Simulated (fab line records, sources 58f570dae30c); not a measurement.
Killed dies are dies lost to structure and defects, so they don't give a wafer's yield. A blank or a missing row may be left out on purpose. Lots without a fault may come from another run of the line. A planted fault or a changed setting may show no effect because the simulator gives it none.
One fault seen from 2 desks | flow berkeley_cmos170 | each desk has only its own numbers; what lay behind them comes last

THE METROLOGY DESK
What the gauges read, lot by lot, whatever tool the lot ran on: means of the sampled wafers that have a number. A lot is out of limits, marked OUT, if its mean lies more than 4 standard deviations from the usual mean; the brackets give that distance.
Columns: A = V1_OVL at UCB170_V1_OVL_MEAS_13, usual -3 nm; B = V2_TEOS_THK at UCB170_V2_THK_MEAS_01, usual 1981 nm; C = M3_AL_RS at UCB170_M3_RS_MEAS_02, usual 0.0321 ohm/sq
lot  | first seen here | A   | B               | C
L821 | day 7 08:44     | -2  | 1967            | 0.0321
L820 | day 7 13:59     | -5  | 1949            | 0.0321
L825 | day 8 21:30     | -1  | 1949            | 0.0322
L827 | day 8 21:47     | -6  | 1959            | 0.0324
L826 | day 8 22:19     | -4  | 2019            | 0.0325
L830 | day 9 17:19     | 6   | 2022            | 0.0319
L831 | day 9 17:31     | -2  | 1954            | 0.0317
L828 | day 9 17:49     | 3   | 2009            | 0.0323
L829 | day 9 18:03     | 0   | 1923            | 0.0322
L832 | day 10 10:04    | 2   | 1995            | 0.0318
L837 | day 10 22:41    | -11 | 2002            | 0.0322
L835 | day 11 01:52    | -5  | 1843 (-4.2) OUT | 0.0323
L839 | day 11 17:46    | -2  | 1856            | 0.0317
L843 | day 11 19:18    | -9  | 1994            | 0.0323
This desk's finding: out of limits on L835; first on L835, day 11 05:08 (V2_TEOS_THK at UCB170_V2_THK_MEAS_01). In limits: L821, L820, L825, L827, L826, L830, L831, L828, L829, L832, L837, L839, L843.

THE TOOL OWNER'S DESK: pecvd-01
The tool's own readings at UCB170_V2_CVD_00 (deposits SiO2 from TEOS/O2, target thk 2000 nm, time 250 s): means of the sampled wafers that have a number, for each lot that ran on this tool. A lot is out of limits, marked OUT, if its mean lies more than 4 standard deviations from the usual mean; the brackets give that distance.
Columns: A = heater_power_w at UCB170_V2_CVD_00, usual 274 W; B = pressure_mtorr at UCB170_V2_CVD_00, usual 9000 mTorr; C = run_length_s at UCB170_V2_CVD_00, usual 277.8 s
lot  | first seen here | A   | B    | C
L821 | day 7 11:41     | 314 | 9002 | 277.4
L826 | day 9 01:22     | 313 | 8977 | 277.4
L830 | day 9 21:39     | 311 | 9001 | 277.8
L828 | day 9 23:04     | 265 | 8995 | 277.4
L837 | day 11 02:55    | 308 | 9008 | 277.8
L835 | day 11 04:59    | 366 | 9002 | 260.8 (-28) OUT
L839 | day 11 22:37    | 342 | 9004 | 260.8 (-28) OUT
This desk's finding: out of limits on L835, L839; first on L835, day 11 04:59 (run_length_s at UCB170_V2_CVD_00). In limits: L821, L826, L830, L828, L837.

PUT TOGETHER
The tool owner's desk could have raised an alarm at day 11 04:59, on L835, L839.
The metrology desk could have raised an alarm at day 11 05:08, on L835.
The metrology desk has L839 on record, within its limits.
Of the lots named, all ran UCB170_V2_CVD_00 on pecvd-01.

WHAT THE SIMULATOR HAD PUT IN
Process parameter drift: pecvd-01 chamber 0, from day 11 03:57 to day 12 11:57, at UCB170_V2_CVD_00. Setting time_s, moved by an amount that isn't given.
Lots struck among those shown: L835, L839.
Hours from the fault's start to each desk's first reading out of limits: the tool owner's desk, 1; the metrology desk, 1.
